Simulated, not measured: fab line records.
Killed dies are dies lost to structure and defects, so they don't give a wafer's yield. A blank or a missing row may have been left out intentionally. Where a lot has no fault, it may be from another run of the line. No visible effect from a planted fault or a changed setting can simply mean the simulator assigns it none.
fab line records -- flow rit_cmos
record lots=6, wafers=18, last_day=7
route steps=202 shown PSD@150 SDANNEAL@153 NSD@158 PLDD@159 NLDD@160 SILICIDE@161 M1@202
lots untouched by any fault: they come from a run of this same line in which no faults occurred
start_h: start of the lot's first displayed wafer, in hours after the record's first day -- wait_h: hours elapsed since this lot's preceding step -- " same as the row above -- L1.1+2: a single row standing in for several wafers -- - either no value or no given start -- * or withheld: withheld -- < > ~ a bound
route shown NAME@n: a module of which the file shows steps, and the number in the route of the first -- usual: mean and standard deviation over wafers with no fault -- same: alike in all rows -- chamber/n: place in a boat -- sites: per-site readings -- _std_site: the values' standard deviation -- _edge_site: the outer-site mean with the inner-site mean subtracted -- radius_mm: how far each site lies from the wafer's centre -- mask NAME#n: copy n -- behind: the last tool/chamber to shape the wafer -- hold: what put the lot on hold/how long, in hours/how the hold closed -- device: which transistor (n, p or np) failed to switch -- end of line: at the end of the route, the tests of the same wafers -- where a step has no rows: the recipe by itself -- killed: count of dies lost to structure and defects at first sort (not the wafer's yield) -- map: a wafer's dies, marking killed ones x, the rest . and places with no die _
set.NAME: setting as actually run; set.NAME@STEP: the setting as run at that earlier step -- model.NAME: the simulator's own value behind a step, which no gauge read
lots seen at some steps along the route; tables by step, rows by wafer
services: from which hour (start_h, from the record's first day; less than 0 if before it) a tool's chamber was out of use, for how many hours, and why
## steps
# step RIT_PSD_IMPLANT_08
# recipe species=BF2, energy_kev=27, dose_cm2=5e+15, tilt_deg=7
# step RIT_PSD_STRIP_09
# recipe chemistry=O2, time_s=180, resist=NOVOLAK, platen_temp_c=withheld, power_w=500, pressure_mtorr=4000, o2_flow_sccm=4000
# usual drypump_motor_current_A=5.6/0.64
# same time_s=180
lot.wafer,tool,chamber,start_h,wait_h,drypump_motor_current_A,rf_hours_counter_h
L321.2,plasma_asher-01,1,60.00,0.1,4.8,27
L321.4,plasma_asher-01,0,60.00,0.1,5.2,-
L321.6,plasma_asher-01,0,60.00,0.1,5.2,-
L329.1,plasma_asher-01,0,100.85,0.1,5.2,30
L329.2,plasma_asher-01,1,100.85,0.1,4.8,30
L329.3,plasma_asher-01,1,100.85,0.1,4.8,-
L330.3,plasma_asher-04,0,108.03,0.1,5.0,-
L330.4,plasma_asher-04,1,108.03,0.1,6.6,-
L330.5,plasma_asher-04,1,108.03,0.1,6.6,-
L339.2,plasma_asher-04,1,154.65,0.1,6.5,53
L339.4,plasma_asher-04,1,154.65,0.1,6.5,-
L339.6,plasma_asher-04,0,154.65,0.1,5.0,-
L341.1,plasma_asher-01,0,163.69,0.1,5.2,37
L341.2,plasma_asher-01,1,163.69,0.1,4.8,37
L341.5,plasma_asher-01,0,163.69,0.1,5.2,-
L342.1,plasma_asher-02,0,165.34,0.1,5.3,6
L342.2,plasma_asher-02,1,165.34,0.1,6.2,6
L342.6,plasma_asher-02,0,165.34,0.1,5.3,-
# step RIT_PSD_TW_MEAS_10
# usual PSD_TW=3409/33
lot.wafer,tool,chamber,start_h,wait_h,PSD_TW
L321.2,film_metro-01,-,60.18,0.1,3425
L321.4,film_metro-01,-,60.18,0.1,3419
L321.6,film_metro-01,-,60.18,0.1,3406
L329.1,film_metro-01,-,101.02,0.1,3407
L329.2,film_metro-01,-,101.02,0.1,3380
L329.3,film_metro-01,-,101.02,0.1,3402
L330.3,film_metro-01,-,108.17,0.1,3401
L330.4,film_metro-01,-,108.17,0.1,3386
L330.5,film_metro-01,-,108.17,0.1,3368
L339.2,film_metro-03,-,154.83,0.1,3426
L339.4,film_metro-03,-,154.83,0.1,3398
L339.6,film_metro-03,-,154.83,0.1,3412
L341.1,film_metro-01,-,163.86,0.1,3336
L341.2,film_metro-01,-,163.86,0.1,3359
L341.5,film_metro-01,-,163.86,0.1,3350
L342.1,film_metro-03,-,165.51,0.1,3414
L342.2,film_metro-03,-,165.51,0.1,3393
L342.6,film_metro-03,-,165.51,0.1,3391
# step RIT_SDANNEAL_CLEAN_00
# recipe chemistry=SC1, mix=3:3:50, time_s=600, temp_c=75
# step RIT_SDANNEAL_CLEAN_01
# recipe chemistry=dHF, dilution=50:1, time_s=30
# step RIT_SDANNEAL_CLEAN_02
# recipe chemistry=SC2, mix=3:3:50, time_s=600, temp_c=75, dry=n2_spin
# step RIT_SDANNEAL_RTA_03
# recipe temp_c=1050, time_s=5, idle_temp_c=600, ramp_up_c_per_s=342, ramp_down_c_per_s=171, cool_to_c=600, ambient=N2
# usual wafer_temp_C_max=1053.5/1.2
# same time_s=5
lot.wafer,tool,chamber,start_h,wait_h,wafer_temp_C_max
L321.2,rtp_anneal-01,0,60.61,0.0,1053.7
L321.4,rtp_anneal-01,0,60.61,0.0,1054.2
L321.6,rtp_anneal-01,0,60.61,0.0,1054.6
L329.1,rtp_anneal-01,0,101.45,0.0,1052.9
L329.2,rtp_anneal-01,0,101.45,0.0,1051.7
L329.3,rtp_anneal-01,0,101.45,0.0,1054.6
L330.3,rtp_anneal-02,0,108.59,0.0,1055.3
L330.4,rtp_anneal-02,0,108.59,0.0,1053.3
L330.5,rtp_anneal-02,0,108.59,0.0,1052.4
L339.2,rtp_anneal-01,0,155.29,0.0,1053.6
L339.4,rtp_anneal-01,0,155.29,0.0,1054.0
L339.6,rtp_anneal-01,0,155.29,0.0,1052.1
L341.1,rtp_anneal-01,0,164.34,0.0,1052.5
L341.2,rtp_anneal-01,0,164.34,0.0,1056.2
L341.5,rtp_anneal-01,0,164.34,0.0,1052.6
L342.1,rtp_anneal-02,0,165.94,0.0,1052.6
L342.2,rtp_anneal-02,0,165.94,0.0,1051.3
L342.6,rtp_anneal-02,0,165.94,0.0,1054.8
# step RIT_SDANNEAL_RS_MEAS_04
# recipe thk_meas_gauge=four-point-probe
# usual PSD_RS=115.7/0.33
lot.wafer,tool,chamber,start_h,wait_h,PSD_RS[ohm/sq]
L321.2,film_metro-03,-,60.68,0.1,115.1
L321.4,film_metro-03,-,60.68,0.1,115.2
L321.6,film_metro-03,-,60.68,0.1,115.0
L329.1,film_metro-01,-,101.51,0.0,115.7
L329.2,film_metro-01,-,101.51,0.0,115.7
L329.3,film_metro-01,-,101.51,0.0,115.6
L330.3,film_metro-03,-,108.67,0.1,115.5
L330.4,film_metro-03,-,108.67,0.1,115.6
L330.5,film_metro-03,-,108.67,0.1,115.6
L339.2,film_metro-03,-,155.36,0.1,115.5
L339.4,film_metro-03,-,155.36,0.1,115.9
L339.6,film_metro-03,-,155.36,0.1,115.4
L341.1,film_metro-01,-,164.40,0.0,116.3
L341.2,film_metro-01,-,164.40,0.0,116.2
L341.5,film_metro-01,-,164.40,0.0,116.1
L342.1,film_metro-02,-,166.00,0.0,115.6
L342.2,film_metro-02,-,166.00,0.0,115.6
L342.6,film_metro-02,-,166.00,0.0,115.8
# step RIT_SDANNEAL_RS_MEAS_05
# recipe thk_meas_gauge=four-point-probe
# usual NSD_RS=84.39/0.24
lot.wafer,tool,chamber,start_h,wait_h,NSD_RS[ohm/sq]
L321.2,film_metro-03,-,60.80,0.1,83.97
L321.4,film_metro-03,-,60.80,0.1,84.02
L321.6,film_metro-03,-,60.80,0.1,84.24
L329.1,film_metro-01,-,101.63,0.1,84.41
L329.2,film_metro-01,-,101.63,0.1,84.34
L329.3,film_metro-01,-,101.63,0.1,84.44
L330.3,film_metro-03,-,108.79,0.1,84.60
L330.4,film_metro-03,-,108.79,0.1,84.57
L330.5,film_metro-03,-,108.79,0.1,84.60
L339.2,film_metro-03,-,155.48,0.1,84.18
L339.4,film_metro-03,-,155.48,0.1,84.21
L339.6,film_metro-03,-,155.48,0.1,84.29
L341.1,film_metro-01,-,164.52,0.1,84.10
L341.2,film_metro-01,-,164.52,0.1,84.10
L341.5,film_metro-01,-,164.52,0.1,84.39
L342.1,film_metro-02,-,166.12,0.1,84.25
L342.2,film_metro-02,-,166.12,0.1,84.41
L342.6,film_metro-02,-,166.12,0.1,84.37
# step RIT_SDANNEAL_RS_MEAS_06
# recipe thk_meas_gauge=four-point-probe
# usual PLDD_RS=178.4/0.43
lot.wafer,tool,chamber,start_h,wait_h,PLDD_RS[ohm/sq]
L321.2,film_metro-03,-,60.92,0.1,177.8
L321.4,film_metro-03,-,60.92,0.1,177.9
L321.6,film_metro-03,-,60.92,0.1,177.9
L329.1,film_metro-01,-,101.75,0.1,178.2
L329.2,film_metro-01,-,101.75,0.1,178.7
L329.3,film_metro-01,-,101.75,0.1,177.9
L330.3,film_metro-03,-,108.91,0.1,178.3
L330.4,film_metro-03,-,108.91,0.1,178.6
L330.5,film_metro-03,-,108.91,0.1,177.9
L339.2,film_metro-03,-,155.60,0.1,178.5
L339.4,film_metro-03,-,155.60,0.1,178.4
L339.6,film_metro-03,-,155.60,0.1,178.4
L341.1,film_metro-01,-,164.64,0.1,177.9
L341.2,film_metro-01,-,164.64,0.1,178.0
L341.5,film_metro-01,-,164.64,0.1,178.8
L342.1,film_metro-02,-,166.24,0.1,178.5
L342.2,film_metro-02,-,166.24,0.1,178.3
L342.6,film_metro-02,-,166.24,0.1,178.4
# step RIT_SDANNEAL_RS_MEAS_07
# recipe thk_meas_gauge=four-point-probe
# usual NLDD_RS=151.5/0.47
lot.wafer,tool,chamber,start_h,wait_h,NLDD_RS[ohm/sq]
L321.2,film_metro-03,-,61.04,0.1,151.7
L321.4,film_metro-03,-,61.04,0.1,151.6
L321.6,film_metro-03,-,61.04,0.1,151.6
L329.1,film_metro-01,-,101.87,0.1,152.0
L329.2,film_metro-01,-,101.87,0.1,151.4
L329.3,film_metro-01,-,101.87,0.1,151.4
L330.3,film_metro-03,-,109.03,0.1,152.0
L330.4,film_metro-03,-,109.03,0.1,152.0
L330.5,film_metro-03,-,109.03,0.1,152.0
L339.2,film_metro-03,-,155.72,0.1,151.2
L339.4,film_metro-03,-,155.72,0.1,151.3
L339.6,film_metro-03,-,155.72,0.1,151.6
L341.1,film_metro-01,-,164.76,0.1,151.6
L341.2,film_metro-01,-,164.76,0.1,151.9
L341.5,film_metro-01,-,164.76,0.1,151.6
L342.1,film_metro-02,-,166.36,0.1,151.0
L342.2,film_metro-02,-,166.36,0.1,151.0
L342.6,film_metro-02,-,166.36,0.1,152.4
# step RIT_SILICIDE_WET_ETCH_00
# recipe chemistry=BOE, target=SiO2, target_depth_nm=14, time_s=15, dry=n2_spin, dilution=10:1, temp_c=21.5
# step RIT_SILICIDE_SPUTTER_01
# recipe material=Ti, target_thk_nm=30, power_w=350, chamber_pressure_pa=0.667, gas=Ar, time_s=240, substrate_temp_c=25
# usual throttle_valve_pct=30.0/1
lot.wafer,tool,chamber,start_h,wait_h,throttle_valve_pct,model.Ti_of_SILICIDE_SPUTTER_01.thk_nm
L321.2,pvd_sputter-04,-,61.15,0.0,28.8,29.83
L321.4,pvd_sputter-04,-,61.15,0.0,29.2,29.78
L321.6,pvd_sputter-04,-,61.15,0.0,28.7,29.83
L329.1,pvd_sputter-04,-,102.00,0.0,31.4,30.17
L329.2,pvd_sputter-04,-,102.00,0.0,29.3,30.07
L329.3,pvd_sputter-04,-,102.00,0.0,30.0,29.98
L330.3,pvd_sputter-03,-,109.12,0.0,31.0,30.14
L330.4,pvd_sputter-03,-,109.12,0.0,29.5,29.81
L330.5,pvd_sputter-03,-,109.12,0.0,30.6,29.89
L339.2,pvd_sputter-04,-,155.83,0.0,29.3,36.47
L339.4,pvd_sputter-04,-,155.83,0.0,29.0,29.85
L339.6,pvd_sputter-04,-,155.83,0.0,31.7,30.43
L341.1,pvd_sputter-04,-,164.89,0.0,28.8,30.59
L341.2,pvd_sputter-04,-,164.89,0.0,29.3,37.01
L341.5,pvd_sputter-04,-,164.89,0.0,28.9,30.55
L342.1,pvd_sputter-03,-,166.49,0.0,29.2,30.19
L342.2,pvd_sputter-03,-,166.49,0.0,30.8,29.97
L342.6,pvd_sputter-03,-,166.49,0.0,30.9,30.19
# step RIT_SILICIDE_RS_MEAS_02
# recipe thk_meas_gauge=four-point-probe, reads=Ti_of_SILICIDE_SPUTTER_01
# usual SILICIDE_TI_RS=47.6/0.63
lot.wafer,tool,chamber,start_h,wait_h,hold,SILICIDE_TI_RS[ohm/sq]
L321.2,film_metro-04,-,61.32,0.1,-,48.1
L321.4,film_metro-04,-,61.32,0.1,-,48.3
L321.6,film_metro-04,-,61.32,0.1,-,48.2
L329.1,film_metro-03,-,102.15,0.1,-,47.4
L329.2,film_metro-03,-,102.15,0.1,-,47.6
L329.3,film_metro-03,-,102.15,0.1,-,47.8
L330.3,film_metro-04,-,109.31,0.1,-,47.5
L330.4,film_metro-04,-,109.31,0.1,-,48.2
L330.5,film_metro-04,-,109.31,0.1,-,48.0
L339.2,film_metro-02,-,156.00,0.1,await_dispo/0.2h/release,37.6
L339.4,film_metro-02,-,156.00,0.1,await_dispo/0.2h/release,48.2
L339.6,film_metro-02,-,156.00,0.1,await_dispo/0.2h/release,47.0
L339.2,film_metro-02,-,156.29,0.3,-,37.8
L339.4,film_metro-02,-,156.29,0.3,-,48.5
L339.6,film_metro-02,-,156.29,0.3,-,47.3
L341.1,film_metro-04,-,165.04,0.1,await_dispo/0.2h/release,46.6
L341.2,film_metro-04,-,165.04,0.1,await_dispo/0.2h/release,36.8
L341.5,film_metro-04,-,165.04,0.1,await_dispo/0.2h/release,46.8
L341.1,film_metro-04,-,165.33,0.3,-,47.2
L341.2,film_metro-04,-,165.33,0.3,-,37.1
L341.5,film_metro-04,-,165.33,0.3,-,47.1
L342.1,film_metro-03,-,166.64,0.1,-,47.4
L342.2,film_metro-03,-,166.64,0.1,-,47.9
L342.6,film_metro-03,-,166.64,0.1,-,47.4
# step RIT_SILICIDE_THK_MEAS_03
# recipe thk_meas_gauge=xrf, reads=Ti_of_SILICIDE_SPUTTER_01
# usual SILICIDE_TI_THK=30.2/0.36
lot.wafer,tool,chamber,start_h,wait_h,hold,SILICIDE_TI_THK[nm]
L321.2,film_metro-04,-,61.43,0.1,-,30.1
L321.4,film_metro-04,-,61.43,0.1,-,29.9
L321.6,film_metro-04,-,61.43,0.1,-,30.1
L329.1,film_metro-03,-,102.27,0.1,-,29.8
L329.2,film_metro-03,-,102.27,0.1,-,29.8
L329.3,film_metro-03,-,102.27,0.1,-,29.6
L330.3,film_metro-04,-,109.41,0.1,-,30.4
L330.4,film_metro-04,-,109.41,0.1,-,30.0
L330.5,film_metro-04,-,109.41,0.1,-,30.1
L339.2,film_metro-02,-,159.00,2.7,await_dispo/0.2h/release,36.5
L339.4,film_metro-02,-,159.00,2.7,await_dispo/0.2h/release,29.9
L339.6,film_metro-02,-,159.00,2.7,await_dispo/0.2h/release,30.6
L339.2,film_metro-02,-,159.27,0.3,-,36.5
L339.4,film_metro-02,-,159.27,0.3,-,30.0
L339.6,film_metro-02,-,159.27,0.3,-,30.4
L342.1,film_metro-03,-,166.76,0.1,-,30.3
L342.2,film_metro-03,-,166.76,0.1,-,30.1
L342.6,film_metro-03,-,166.76,0.1,-,30.1
L341.1,film_metro-04,-,167.43,2.1,await_dispo/0.2h/release,30.9
L341.2,film_metro-04,-,167.43,2.1,await_dispo/0.2h/release,37.5
L341.5,film_metro-04,-,167.43,2.1,await_dispo/0.2h/release,30.9
L341.1,film_metro-04,-,167.66,0.2,-,30.8
L341.2,film_metro-04,-,167.66,0.2,-,37.3
L341.5,film_metro-04,-,167.66,0.2,-,30.9
# step RIT_SILICIDE_RTA_04
# recipe temp_c=650, time_s=10, idle_temp_c=25, ramp_up_s=5, ramp_down_s=5, cool_to_c=25, ambient=N2
# usual wafer_temp_C_max=654.8/0.99
# same time_s=10
lot.wafer,tool,chamber,start_h,wait_h,hold,wafer_temp_C_max
L321.2,rtp_anneal-02,0,61.49,0.1,-,654.5
L321.4,rtp_anneal-02,0,61.49,0.1,-,655.4
L321.6,rtp_anneal-02,0,61.49,0.1,-,657.2
L329.1,rtp_anneal-02,0,102.33,0.1,-,653.9
L329.2,rtp_anneal-02,0,102.33,0.1,-,657.0
L329.3,rtp_anneal-02,0,102.33,0.1,-,656.1
L330.3,rtp_anneal-01,0,109.48,0.1,-,653.6
L330.4,rtp_anneal-01,0,109.48,0.1,-,653.8
L330.5,rtp_anneal-01,0,109.48,0.1,-,656.1
L339.2,rtp_anneal-02,0,164.41,5.1,await_dispo/5.1h/release,654.8
L339.4,rtp_anneal-02,0,164.41,5.1,await_dispo/5.1h/release,655.6
L339.6,rtp_anneal-02,0,164.41,5.1,await_dispo/5.1h/release,654.0
L342.1,rtp_anneal-01,0,166.82,0.1,-,653.5
L342.2,rtp_anneal-01,0,166.82,0.1,-,654.3
L342.6,rtp_anneal-01,0,166.82,0.1,-,653.4
L341.1,rtp_anneal-02,0,169.47,1.8,await_dispo/1.8h/release,656.2
L341.2,rtp_anneal-02,0,169.47,1.8,await_dispo/1.8h/release,655.6
L341.5,rtp_anneal-02,0,169.47,1.8,await_dispo/1.8h/release,656.8
# step RIT_M1_PROBE_99
# usual killed_at_M0_to_M3=0.0/0.12, killed_at_contacts=0.1/0.24, killed_at_front_end=6.6/2.7, killed_dies=6.6/2.7, killed_open=3.3/1.8, killed_short=3.4/1.9
# same gross_dies=264, killed_at_M4_up=0, killed_at_back_side=0, killed_at_other=0
lot.wafer,tool,chamber,start_h,wait_h,killed_at_M0_to_M3,killed_at_contacts,killed_at_front_end,killed_dies,killed_open,killed_short
L321.2,prober-01,-,68.18,0.1,0,0,11,11,4,7
L321.4,prober-01,-,68.28,0.2,0,0,12,12,7,5
L321.6,prober-01,-,68.38,0.2,0,0,6,6,3,3
L329.1,prober-01,-,109.54,0.1,0,0,10,10,3,7
L329.2,prober-01,-,109.59,0.1,0,0,3,3,3,0
L329.3,prober-01,-,109.64,0.2,0,0,4,4,0,4
L330.3,prober-02,-,117.08,0.2,0,0,8,8,3,5
L330.4,prober-02,-,117.13,0.2,0,0,11,11,6,5
L330.5,prober-02,-,117.18,0.2,1,0,8,9,8,1
L339.2,prober-01,-,171.08,0.1,0,0,9,9,5,4
L339.4,prober-01,-,171.18,0.2,0,0,9,9,5,4
L339.6,prober-01,-,171.28,0.2,0,0,10,10,5,5
L342.1,prober-02,-,173.53,0.1,0,0,6,6,4,2
L342.2,prober-02,-,173.58,0.1,0,0,7,7,4,3
L342.6,prober-02,-,173.78,0.2,0,0,4,4,2,2
L341.1,prober-01,-,176.41,0.1,0,1,3,4,1,3
L341.2,prober-01,-,176.46,0.1,0,0,3,3,1,2
L341.5,prober-01,-,176.61,0.2,0,0,6,6,3,3
# killed by level:class
L321.2 GATE:geometric_particle:short=6 GATE:geometric_particle:open=3 REOX:geometric_particle:open=1 SILICIDE:geometric_particle:short=1
L321.4 GATE:geometric_particle:open=3 FOX2:geometric_particle:open=2 GATE:geometric_particle:short=2 FOX1:geometric_particle:short=1 FOX2:geometric_particle:short=1 REOX:geometric_particle:open=1 SPACER:geometric_particle:short=1 SPACER:geometric_particle:open=1
L321.6 GATE:geometric_particle:short=2 FOX1:geometric_particle:open=1 GATE:geometric_particle:open=1 REOX:geometric_particle:short=1 SPACER:geometric_particle:open=1
L329.1 REOX:geometric_particle:short=5 REOX:geometric_particle:open=2 FOX1:geometric_particle:short=1 GATE:geometric_particle:open=1 SPACER:geometric_particle:short=1
L329.2 REOX:geometric_particle:open=2 FOX2:geometric_particle:open=1
L329.3 FOX1:geometric_particle:short=2 FOX2:geometric_particle:short=1 SPACER:geometric_particle:short=1
L330.3 SILICIDE:geometric_particle:open=3 GATE:geometric_particle:short=2 SPACER:geometric_particle:short=2 SILICIDE:geometric_particle:short=1
L330.4 GATE:geometric_particle:open=3 REOX:geometric_particle:short=2 SPACER:geometric_particle:short=2 FOX2:geometric_particle:open=1 SPACER:geometric_particle:open=1 SILICIDE:geometric_particle:open=1 SILICIDE:geometric_particle:short=1
L330.5 SILICIDE:geometric_particle:open=3 FOX2:geometric_particle:open=2 SPACER:geometric_particle:open=2 GATE:geometric_particle:open=1 M1:geometric_particle:short=1
L339.2 REOX:geometric_particle:short=3 FOX1:geometric_particle:open=2 GATE:geometric_particle:open=1 GATE:geometric_particle:short=1 REOX:geometric_particle:open=1 SPACER:geometric_particle:open=1
L339.4 GATE:geometric_particle:open=3 REOX:geometric_particle:short=2 REOX:geometric_particle:open=2 FOX2:geometric_particle:short=1 GATE:geometric_particle:short=1
L339.6 SPACER:geometric_particle:open=3 SPACER:geometric_particle:short=2 ACTIVE:geometric_particle:short=1 FOX1:geometric_particle:short=1 GATE:geometric_particle:short=1 GATE:geometric_particle:open=1 REOX:geometric_particle:open=1
L342.1 SPACER:geometric_particle:open=2 GATE:geometric_particle:open=1 GATE:geometric_particle:short=1 SPACER:geometric_particle:short=1 SILICIDE:geometric_particle:open=1
L342.2 FOX1:geometric_particle:open=1 GATE:geometric_particle:open=1 REOX:geometric_particle:open=1 REOX:geometric_particle:short=1 SPACER:geometric_particle:short=1 SPACER:geometric_particle:open=1 SILICIDE:geometric_particle:short=1
L342.6 FOX2:geometric_particle:open=2 FOX2:geometric_particle:short=1 GATE:geometric_particle:short=1
L341.1 FOX2:geometric_particle:short=1 GATE:geometric_particle:short=1 GATE:geometric_particle:open=1 CONTACT:geometric_particle:short=1
L341.2 FOX1:geometric_particle:short=1 SPACER:geometric_particle:short=1 SILICIDE:geometric_particle:open=1
L341.5 FOX1:geometric_particle:short=2 GATE:geometric_particle:open=2 REOX:geometric_particle:short=1 REOX:geometric_particle:open=1
## services
tool,chamber,start_h,hours,kind
plasma_asher-04,-,39.45,0.6,repair
pvd_sputter-04,-,57.42,1.2,repair
plasma_asher-01,-,73.99,2.6,repair
pvd_sputter-03,-,100.29,3.2,repair
pvd_sputter-04,-,102.50,2.4,repair
rtp_anneal-01,-,104.43,1.3,pm
plasma_asher-02,-,108.75,9.0,pm
plasma_asher-02,0,108.75,9.0,vent_cycle
plasma_asher-02,1,108.75,9.0,vent_cycle
pvd_sputter-03,-,116.03,5.1,repair
plasma_asher-02,0,117.75,-,clean
plasma_asher-02,1,117.75,-,clean
plasma_asher-01,-,137.35,4.3,pm
pvd_sputter-04,-,137.43,4.4,repair
## key
first_sign step=RIT_SILICIDE_RS_MEAS_02, reading=visit, direction=added
effect step=RIT_SILICIDE_RS_MEAS_02, reading=SILICIDE_TI_RS, direction=down, sigmas=17, usual=47.6, struck=37.2
effect step=RIT_SILICIDE_THK_MEAS_03, reading=visit, direction=added
effect step=RIT_SILICIDE_THK_MEAS_03, reading=SILICIDE_TI_THK, direction=up, sigmas=19, usual=30.2, struck=37.0
model_effect step=RIT_SILICIDE_SPUTTER_01, value=Ti_of_SILICIDE_SPUTTER_01.thk_nm, without=30.42, struck=36.74
met_at RIT_SILICIDE_SPUTTER_01
struck_wafers L339.2,L341.2
tester_left_out L339,L341
onset_between 102.00 155.83
fault kind=process_parameter_drift, tool=pvd_sputter-04, chamber=-, onset_h=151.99, steps=RIT_SILICIDE_SPUTTER_01, channel=time_s, offset=*, shape=step, end_h=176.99, stated=*, scope=struck_wafers_only
# tester_left_out: of these lots the tester's yield and bins aren't shown, on N5 and GAA mostly nor the transistor test; their killed dies are dies lost to structure and defects alone, not to doping, threshold or leakage, so they don't give the yield
